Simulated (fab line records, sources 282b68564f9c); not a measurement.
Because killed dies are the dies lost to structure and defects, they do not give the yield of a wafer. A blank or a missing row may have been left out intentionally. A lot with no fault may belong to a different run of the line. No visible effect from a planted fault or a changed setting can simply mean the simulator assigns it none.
Which tool did it? :: flow ritCmos :: 42 wafers from 14 lots sampled at 2 of the route's 202 steps

## WHAT THE GAUGES READ, wafer by wafer
RIT_GATE_THK_MEAS_09.
lot: L667
measured: day 2 11:59
on: filmMetro-01
GATE_POLY_THK (nm): 249.2 246.0 248.4

lot: L668
measured: day 2 17:19
on: filmMetro-01
GATE_POLY_THK (nm): 249.3 250.2 248.7

lot: L669
measured: day 2 20:39
on: filmMetro-01
GATE_POLY_THK (nm): 249.5 250.0 248.7

lot: L670
measured: day 3 03:01
on: filmMetro-04
GATE_POLY_THK (nm): 245.3 245.1 246.6

lot: L671
measured: day 3 07:47
on: filmMetro-01
GATE_POLY_THK (nm): 249.0 247.1 247.8

lot: L672
measured: day 3 17:09
on: filmMetro-03
GATE_POLY_THK (nm): 249.6 245.3 246.9

lot: L673
measured: day 3 23:20
on: filmMetro-04
GATE_POLY_THK (nm): 248.0 246.0 247.1

lot: L674
measured: day 4 00:57
on: filmMetro-04
GATE_POLY_THK (nm): 248.5 249.5 249.9

lot: L675
measured: day 4 03:50
on: filmMetro-03
GATE_POLY_THK (nm): 250.5 249.8 251.8

lot: L677
measured: day 4 15:40
on: filmMetro-01
GATE_POLY_THK (nm): 248.1 246.4 247.6

lot: L678
measured: day 4 21:59
on: filmMetro-01
GATE_POLY_THK (nm): 251.1 248.9 247.5

lot: L679
measured: day 5 04:33
on: filmMetro-03
GATE_POLY_THK (nm): 248.5 250.3 248.6

lot: L687
measured: day 6 15:17
on: filmMetro-01
GATE_POLY_THK (nm): 226.0 225.0 228.3 225.7 225.1 228.3

lot: L688
measured: day 6 21:19
on: filmMetro-01
GATE_POLY_THK (nm): 224.8 225.9 223.3 224.7 226.0 223.4

## WHICH TOOL RAN EACH LOT (tool, then ch and the chambers of the sampled wafers, then the start)
lot: L667
RIT_GATE_CVD_08: lpcvd-01 ch 1, day 2 10:22

lot: L668
RIT_GATE_CVD_08: lpcvd-01 ch 0, day 2 15:43

lot: L669
RIT_GATE_CVD_08: lpcvd-01 ch 0, day 2 19:01

lot: L670
RIT_GATE_CVD_08: lpcvd-01 ch 0, day 3 01:23

lot: L671
RIT_GATE_CVD_08: lpcvd-01 ch 0, day 3 06:10

lot: L672
RIT_GATE_CVD_08: lpcvd-01 ch 0, day 3 15:32

lot: L673
RIT_GATE_CVD_08: lpcvd-01 ch 0, day 3 21:43

lot: L674
RIT_GATE_CVD_08: lpcvd-01 ch 1, day 3 23:19

lot: L675
RIT_GATE_CVD_08: lpcvd-02 ch 1, day 4 02:11

lot: L677
RIT_GATE_CVD_08: lpcvd-02 ch 1, day 4 14:03

lot: L678
RIT_GATE_CVD_08: lpcvd-01 ch 0, day 4 20:22

lot: L679
RIT_GATE_CVD_08: lpcvd-01 ch 1, day 5 02:56

lot: L687
RIT_GATE_CVD_08: lpcvd-01 ch 0, day 6 13:41

lot: L688
RIT_GATE_CVD_08: lpcvd-01 ch 0, day 6 19:41
- RIT_GATE_CVD_08: deposits poly-Si from SiH4, target thk 250 nm, time 2220 s.

## WHAT THE TOOLS THEMSELVES READ (means of the sampled wafers that have a number; where no wafer has one, the mark that the record gives instead)
RIT_GATE_CVD_08.
lot: L667
tool: lpcvd-01
spikeTcCentreC (C): 612.4
spikeTcLoadC (C): 627.3
susceptorTempC (C): 610.18

lot: L668
tool: lpcvd-01
spikeTcCentreC (C): 613.7
spikeTcLoadC (C): 630.6
susceptorTempC (C): 609.83

lot: L669
tool: lpcvd-01
spikeTcCentreC (C): 613.9
spikeTcLoadC (C): 630.3
susceptorTempC (C): 609.84

lot: L670
tool: lpcvd-01
spikeTcCentreC (C): 613.7
spikeTcLoadC (C): 630.9
susceptorTempC (C): 610.13

lot: L671
tool: lpcvd-01
spikeTcCentreC (C): 613.6
spikeTcLoadC (C): 629.9
susceptorTempC (C): 610.24

lot: L672
tool: lpcvd-01
spikeTcCentreC (C): 613.1
spikeTcLoadC (C): 630.8
susceptorTempC (C): 609.74

lot: L673
tool: lpcvd-01
spikeTcCentreC (C): 611.8
spikeTcLoadC (C): 630.8
susceptorTempC (C): 609.74

lot: L674
tool: lpcvd-01
spikeTcCentreC (C): 612.7
spikeTcLoadC (C): 627.3
susceptorTempC (C): 610.56

lot: L675
tool: lpcvd-02
spikeTcCentreC (C): 610.9
spikeTcLoadC (C): 630.0
susceptorTempC (C): 610.11

lot: L677
tool: lpcvd-02
spikeTcCentreC (C): 611.6
spikeTcLoadC (C): 629.2
susceptorTempC (C): 609.99

lot: L678
tool: lpcvd-01
spikeTcCentreC (C): 612.7
spikeTcLoadC (C): 630.6
susceptorTempC (C): 609.83

lot: L679
tool: lpcvd-01
spikeTcCentreC (C): 611.8
spikeTcLoadC (C): 628.3
susceptorTempC (C): 610.20

lot: L687
tool: lpcvd-01
spikeTcCentreC (C): 608.4
spikeTcLoadC (C): 626.7
susceptorTempC (C): 605.96

lot: L688
tool: lpcvd-01
spikeTcCentreC (C): 608.1
spikeTcLoadC (C): 625.7
susceptorTempC (C): 605.72

## THE ANSWER, worked out from the rows above alone
Rule: what is usual is taken from the lots themselves. The widest of any qualifying gaps counts: lots, ordered by their means at a reading, are off when they make up no more than a third of the lots, leave a main group of 4 or more, and stand apart from it by 3 or more times the standard deviation of that group's means. Not used: any main group whose means are identical at the precision the tables above print for the reading. Also off: a lot with no number at a reading for which 4 or more lots have one. All remaining lots with rows at the step are treated as sound. First the gauges in route order, then the tools' own readings, where a lot's mean is used as printed above. The first step at which some lot is off is used, and at that step the reading that is off furthest; a lot without a number counts as furthest.
Off: L687, L688, at RIT_GATE_THK_MEAS_09 (GATE_POLY_THK). The main group has a mean of 248.4 nm with a standard deviation of 1.3.
If a tool, at a process step before that reading, ran all the lots that are off and no sound lot after the first of them, it fits. Not tried: the gauges at RIT_GATE_THK_MEAS_09; whatever is off there is also off at RIT_GATE_CVD_08, on other tools, and gauge error can't account for it. One candidate fits, namely lpcvd-01 at RIT_GATE_CVD_08. Its last sound lot is L679 (day 5 02:56), its first lot that is off L687 (day 6 13:41): a fault that began between those two fits.
On the lots that are off, the tool's own readings at RIT_GATE_CVD_08 differ by more than 5 times the standard deviation of the sound lots' means, which bears it out; susceptorTempC reads 605.84 C there versus 610.03 C on the sound lots.

## WHAT THE SIMULATOR PUT IN
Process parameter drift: lpcvd-01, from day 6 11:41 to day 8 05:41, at RIT_GATE_CVD_08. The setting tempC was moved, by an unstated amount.
Lots struck among those shown: L687, L688. The rule above reached the same finding.
